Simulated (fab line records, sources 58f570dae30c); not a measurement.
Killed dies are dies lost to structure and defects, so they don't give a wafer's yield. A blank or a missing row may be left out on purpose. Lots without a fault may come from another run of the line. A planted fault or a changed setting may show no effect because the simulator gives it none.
Problem report in the 8D (eight disciplines) form, filled by code | flow berkeley_cmos170 | the parts of the form that need people (team, actions taken, sign-off) are left out

1. THE PROBLEM
rf_fwd_power_W at UCB170_GATE_ETCH_15 reads a mean of 249.1 W on 3 wafers of 2 lots; wafers without a fault read 297.5 W with a standard deviation of 1.4. That is -35 standard deviations from the usual mean.
The step: etches poly-Si in HBr/Cl2, stops on SiO2, time 56.3 s, target depth 278.2 nm.
First seen on wafer L181.3, day 11 12:44, on rie_si-01. The record holds 18 wafers of 6 lots with a number at this step. Rule for "out", or "out of limits": more than 4 standard deviations from the usual mean. The other wafers with a number count as sound.

2. WHAT IT IS AND WHAT IT IS NOT
question                    | is                     | is not
which readings at this step | rf_fwd_power_W         | drypump_motor_current_A, oes_product_au, throttle_valve_pct
which lots                  | L181, L185             | L166, L168, L170, L186
which wafers of those lots  | L181.3, L185.2, L185.5 | L181.1, L181.4, L185.3
read on which tools         | rie_si-01              | rie_si-02
when                        | from day 11 12:44      | up to then (11 sound wafers); but 4 sound wafers of L185, L186 came after

3. SUSPECTS, AND WHAT RULES EACH OUT
Counting: a tool at a process step up to the reading stays a suspect if it ran every lot that is out. Sound lots after the first of them don't rule it out here, since some wafers of a struck lot are sound.
- rie_si-01 at UCB170_GATE_ETCH_15 (etches poly-Si in HBr/Cl2, stops on SiO2, time 56.3 s, target depth 278.2 nm): kept. It ran every lot that is out, first L181 (day 11 12:44); its last sound lot up to then is L168 (day 8 01:47). Its own readings are out on those wafers: rf_fwd_power_W.
- Within rie_si-01 at UCB170_GATE_ETCH_15: the wafers that are out ran in chamber 3; their sound lot-mates ran in chambers 0, 2.
Left after counting: rie_si-01 at UCB170_GATE_ETCH_15.

4. THE CAUSE (what the simulator had put in)
Process parameter drift: rie_si-01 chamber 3, from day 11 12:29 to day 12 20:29, at UCB170_GATE_ETCH_15. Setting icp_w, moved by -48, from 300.
Counting left only this tool.

5. THE CHAIN OF EFFECTS, in route order
Each row: a reading whose mean over the struck wafers that have a number lies more than 3 standard deviations from the usual. Only readings for which the record gives a usual standard deviation are gone through. hours: the time from each lot's start at the first step in this table that gives one to its start at this step, as a median over the lots. sigmas: the change in usual standard deviations.
hours | step                | reading        | usual   | on struck wafers | change | sigmas
0     | UCB170_GATE_ETCH_15 | rf_fwd_power_W | 297.5 W | 249.1            | -48.4  | -35
The process steps in it:
- UCB170_GATE_ETCH_15: etches poly-Si in HBr/Cl2, stops on SiO2, time 56.3 s, target depth 278.2 nm.

6. WHAT WOULD HAVE CAUGHT IT SOONER
In this record the first reading out of limits was taken at day 11 12:44, 0 hours after the fault began at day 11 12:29.
